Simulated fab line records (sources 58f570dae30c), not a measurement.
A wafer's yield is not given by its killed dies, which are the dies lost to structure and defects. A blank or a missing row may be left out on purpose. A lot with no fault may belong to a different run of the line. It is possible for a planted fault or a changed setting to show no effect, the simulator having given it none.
Comparing a struck lot with a sound one | flow berkeley-cmos170 | 14 steps out of a route of 331
Sound: the wafers L478.2, L478.3, L478.4. Wafers L484.1, L484.2, L484.4 were the ones struck. The cause is given at the end.
Order at every step that has rows: each side's tool, ch and its chambers, its first start. Under that, the readings that differ: sound wafers | struck wafers | difference of the means | sigmas: that difference in standard deviations of wafers without a fault.
alike: words and numbers the same on both sides, and readings whose means are apart by under 2 such deviations; not compared: readings that were withheld, readings missing a value for some wafer, numbers with overlapping values and no deviation given by the record, and bounds like >300 which may hide the same value.
Wherever a step has rows on one side only, a row that says differs or no value, or a row with sigmas, the two part there. Numbers that have no deviation but don't overlap get no sigmas and don't part them. A reading that every wafer of one side lacks parts them only if that side has two wafers or more.

first, 3 steps without rows for these wafers: UCB170_ACTIVE_CLEAN_00 (cleans in SPM, time 600 s); UCB170_ACTIVE_CLEAN_01 (cleans in dHF, time 60 s); UCB170_ACTIVE_OXIDATION_02 (target thk 26.4 nm, ox time 1260 s).
UCB170_ACTIVE_THK_MEAS_03:
  sound on film-metro-01, day 5 04:16; struck on film-metro-02, day 5 22:58
  alike: ACTIVE_OXIDE_THK
then, 2 steps without rows for these wafers: UCB170_ACTIVE_ANNEAL_04 (time 900 s); UCB170_ACTIVE_CVD_05 (deposits Si3N4 from SiH2Cl2/NH3, target thk 220 nm, time 3300 s).
UCB170_ACTIVE_THK_MEAS_06:
  sound on film-metro-02, day 5 09:49; struck on film-metro-01, day 6 05:19
  reading                 | sound             | struck            | difference | sigmas
  ACTIVE_NITRIDE_THK (nm) | 222.9 224.8 222.0 | 217.9 217.3 216.5 | -6.0       | -3
then, 5 steps without rows for these wafers: UCB170_ACTIVE_HMDS_07 (prime time 60 s); UCB170_ACTIVE_COAT_08 (resist thk 900 nm); UCB170_ACTIVE_SOFTBAKE_09 (time 60 s); UCB170_ACTIVE_EXPOSE_10 (exposes mask ACTIVE, target cd 1200 nm); UCB170_ACTIVE_PEB_11.
UCB170_ACTIVE_DEVELOP_12: develop time 45 s.
  sound on litho-track-02 ch 0, day 5 11:00; struck on litho-track-03, day 6 06:00
  no value came back on the struck wafers for chill-plate-temp-C (C), develop-time-s (s); on the sound wafers chill-plate-temp-C (C) reads 23.16 23.10 23.18
  reading                                 | sound             | struck          | difference | sigmas
  model.KrF_of_ACTIVE_COAT_08.thk-nm (nm) | 887.8 887.6 888.2 | 909.3 907.3 911 | +21.3      |
UCB170_ACTIVE_CD_MEAS_13 targets a cd of 1200 nm.
  sound on cd-sem-02, day 5 12:05; struck on cd-sem-02, day 6 06:41
  reading    | sound                | struck | difference                    | sigmas
  cd-nm (nm) | 1195.7 1195.3 1195.8 | - - -  | no value on the struck wafers |

WHERE THEY PART
First at UCB170_ACTIVE_THK_MEAS_06; last, within this record, at UCB170_ACTIVE_CD_MEAS_13.

WHY: what had been put in by the simulator
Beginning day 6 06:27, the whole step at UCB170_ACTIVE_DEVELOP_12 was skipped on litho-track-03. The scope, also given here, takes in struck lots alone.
